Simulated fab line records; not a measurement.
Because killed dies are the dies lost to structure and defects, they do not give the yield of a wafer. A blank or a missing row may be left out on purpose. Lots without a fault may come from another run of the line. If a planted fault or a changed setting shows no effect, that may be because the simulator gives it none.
Matching of chambers | flow rit_cmos | 4 sister chambers for RIT_GATE_ETCH_19 on rie_si-01
The step etches poly-Si in SF6/CHF3/O2, stops on SiO2, time 165 s, target depth 312.5 nm. 4 wafers are shown with their chamber, then 7 later ones without.

== EACH WAFER AND ITS CHAMBER ==
wafer  | chamber | drypump_motor_current_A (A)
L378.1 | 0       | 5.74
L378.2 | 3       | 6.20
L379.1 | 1       | 5.43
L379.5 | 2       | 6.00

== WAFERS WHOSE CHAMBER IS MISSING ==
wafer  | drypump_motor_current_A (A)
L379.6 | 6.19
L381.1 | 5.44
L381.3 | 5.71
L381.5 | 5.73
L393.3 | 5.75
L393.4 | 5.72
L393.5 | 6.00

== EACH ONE'S CHAMBER ==
wafer  | from the rows above | in truth
L379.6 | 3                   | 3
L381.1 | 1                   | 1
L381.3 | 0                   | 0
L381.5 | 0                   | 0
L393.3 | 0                   | 0
L393.4 | 0                   | 0
L393.5 | 2                   | 2
Placed correctly: 7 of 7. Number that these rows cannot place: 0. Wrongly placed: 0.
How it was worked out, from the rows above alone: a wafer's distance from a chamber is the root of the sum, over the readings, of the square of ((its reading less the chamber's mean) divided by the reading's scatter). The wafer belongs to the nearest chamber; if the next one is less than 2 further off, it can't be placed. For every chamber, the mean is computed from those of its wafers that are shown. The scatter: with one shown wafer a chamber, the root of the mean of the squares of how far each hidden wafer lies from its nearest shown one.
